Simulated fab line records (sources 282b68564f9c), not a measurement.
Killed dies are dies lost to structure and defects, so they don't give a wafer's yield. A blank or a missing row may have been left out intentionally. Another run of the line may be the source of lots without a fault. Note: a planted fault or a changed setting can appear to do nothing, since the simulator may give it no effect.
Which tool was responsible? -- flow rit-cmos -- 14 lots with 42 wafers sampled at 4 steps, on a route of 202 steps

== WHAT THE GAUGES READ, wafer by wafer ==
RIT_REOX_THK_MEAS_04. Usual: REOX_OXIDE_THK typically reads 25.0 nm, with standard deviation 0.49.
lot,measured,on,REOX_OXIDE_THK (nm),flag
L758,day 3 04:44,film-metro-02,25.3 25.7 25.8,
L760,day 3 09:34,film-metro-02,25.3 25.3 25.8,
L761,day 3 15:58,film-metro-02,25.6 24.9 25.2,
L763,day 4 01:18,film-metro-02,24.8 25.2 25.6,
L766,day 4 13:40,film-metro-02,25.1 24.7 24.8,
L769,day 5 04:47,film-metro-03,25.2 25.5 25.0,
L772,day 5 20:01,film-metro-03,24.4 24.5 24.9,
L775,day 6 06:41,film-metro-04,24.1 24.2 24.3,
L776,day 6 16:37,film-metro-04,24.4 24.6 24.7,
L777,day 6 19:51,film-metro-02,25.1 24.8 25.0,
L778,day 7 00:31,film-metro-04,24.1 24.4 24.5,
L779,day 7 05:28,film-metro-04,24.6 24.7 24.3,
L780,day 7 12:23,film-metro-02,25.9 26.1 25.1,
L781,day 7 16:29,film-metro-04,25.1 25.1 25.2,

RIT_SDANNEAL_RS_MEAS_04: measurement is done with a four-point probe. Usual: PSD_RS typically reads 115.9 ohm/sq, with standard deviation 0.34.
lot,measured,on,PSD_RS (ohm/sq),flag
L758,day 3 14:25,film-metro-03,115.7 115.6 115.5,
L760,day 3 18:38,film-metro-01,116.2 116.4 116.1,
L761,day 4 01:27,film-metro-04,115.8 116.0 115.8,
L763,day 4 11:13,film-metro-01,117.3 117.6 117.5,OFF
L766,day 4 23:59,film-metro-01,117.7 117.8 117.6,OFF
L769,day 5 14:05,film-metro-03,116.2 115.8 116.0,
L772,day 6 05:27,film-metro-04,115.9 115.9 116.0,
L775,day 6 15:26,film-metro-04,115.8 115.9 115.4,
L776,day 7 01:49,film-metro-04,116.3 116.0 116.2,
L777,day 7 05:52,film-metro-04,115.7 116.8 116.3,
L778,day 7 09:55,film-metro-03,115.4 115.5 115.5,
L779,day 7 15:44,film-metro-01,116.4 116.1 116.4,
L780,day 7 21:13,film-metro-04,115.6 115.4 115.7,
L781,day 8 02:00,film-metro-03,115.1 115.5 115.3,

RIT_SDANNEAL_RS_MEAS_06: measurement is done with a four-point probe. Usual: PLDD_RS typically reads 178.7 ohm/sq, with standard deviation 0.41.
lot,measured,on,PLDD_RS (ohm/sq),flag
L758,day 3 14:40,film-metro-03,179.1 178.8 178.9,
L760,day 3 18:52,film-metro-01,178.8 179.3 178.7,
L761,day 4 01:41,film-metro-04,178.6 178.7 178.9,
L763,day 4 11:28,film-metro-01,178.4 179.1 179.0,
L766,day 5 00:13,film-metro-01,179.0 179.1 179.2,
L769,day 5 14:19,film-metro-03,179.2 178.1 178.4,
L772,day 6 05:41,film-metro-04,178.9 179.0 179.4,
L775,day 6 15:41,film-metro-04,178.9 179.3 178.9,
L776,day 7 02:03,film-metro-04,178.8 178.6 178.8,
L777,day 7 06:07,film-metro-04,179.1 179.3 179.1,
L778,day 7 10:09,film-metro-03,177.7 177.8 178.1,
L779,day 7 15:58,film-metro-01,179.2 179.1 178.7,
L780,day 7 21:28,film-metro-04,177.9 178.7 178.4,
L781,day 8 02:14,film-metro-03,178.2 178.1 177.7,

== WHAT TOOL EACH LOT RAN ON (gives the tool, then ch and the chambers of the sampled wafers, and finally the start) ==
lot,RIT_PSD_IMPLANT_08
L758,"implanter-02 ch 0, day 3 13:37"
L760,"implanter-03 ch 0, day 3 17:50"
L761,"implanter-02 ch 0, day 4 00:28"
L763,"implanter-03 ch 0, day 4 10:25"
L766,"implanter-03 ch 0, day 4 22:58"
L769,"implanter-01 ch 0, day 5 13:13"
L772,"implanter-02 ch 0, day 6 04:37"
L775,"implanter-02 ch 0, day 6 14:39"
L776,"implanter-01 ch 0, day 7 01:00"
L777,"implanter-02 ch 0, day 7 05:03"
L778,"implanter-02 ch 0, day 7 09:05"
L779,"implanter-01 ch 0, day 7 14:55"
L780,"implanter-02 ch 0, day 7 20:23"
L781,"implanter-03 ch 0, day 8 01:07"
- RIT_PSD_IMPLANT_08

== AS READ BY THE TOOLS THEMSELVES (means over the sampled wafers that have a number; for cases with no such wafer, the mark the record gives instead) ==
RIT_PSD_IMPLANT_08. Usual: dose-ions-cm2 5e+15, standard deviation 5.4e+12.
lot,tool,dose-ions-cm2,flag
L758,implanter-02,5e+15,
L760,implanter-03,5e+15,
L761,implanter-02,5e+15,
L763,implanter-03,4e+15,OFF
L766,implanter-03,4e+15,OFF
L769,implanter-01,5e+15,
L772,implanter-02,5e+15,
L775,implanter-02,5e+15,
L776,implanter-01,5e+15,
L777,implanter-02,5e+15,
L778,implanter-02,5e+15,
L779,implanter-01,5e+15,
L780,implanter-02,5e+15,
L781,implanter-03,5e+15,

== THE ANSWER, worked out from the rows above alone ==
Rule: take the mean of a lot's wafers that have a number; if it is more than 3 standard deviations from the usual mean, the lot is off. Also off: a lot with no number at a reading for which 4 or more lots have one. Where the step has rows for the other lots, those lots are counted as sound. First the gauges in route order, then the tools' own readings, where a lot's mean is used as printed above. The first step at which some lot is off is used, and at that step the reading that is off furthest; a lot without a number counts as furthest.
Off: at RIT_SDANNEAL_RS_MEAS_04 (PSD_RS), L763, L766.
A tool fits if, at a process step before that reading, it ran every lot that is off, and no sound lot after the first of them. Not tried: the gauges at RIT_SDANNEAL_RS_MEAS_04; whatever is off there is also off at RIT_PSD_IMPLANT_08, on other tools, and gauge error can't account for it. Not one of the candidates tried fits.

== WHAT THE SIMULATOR PUT IN ==
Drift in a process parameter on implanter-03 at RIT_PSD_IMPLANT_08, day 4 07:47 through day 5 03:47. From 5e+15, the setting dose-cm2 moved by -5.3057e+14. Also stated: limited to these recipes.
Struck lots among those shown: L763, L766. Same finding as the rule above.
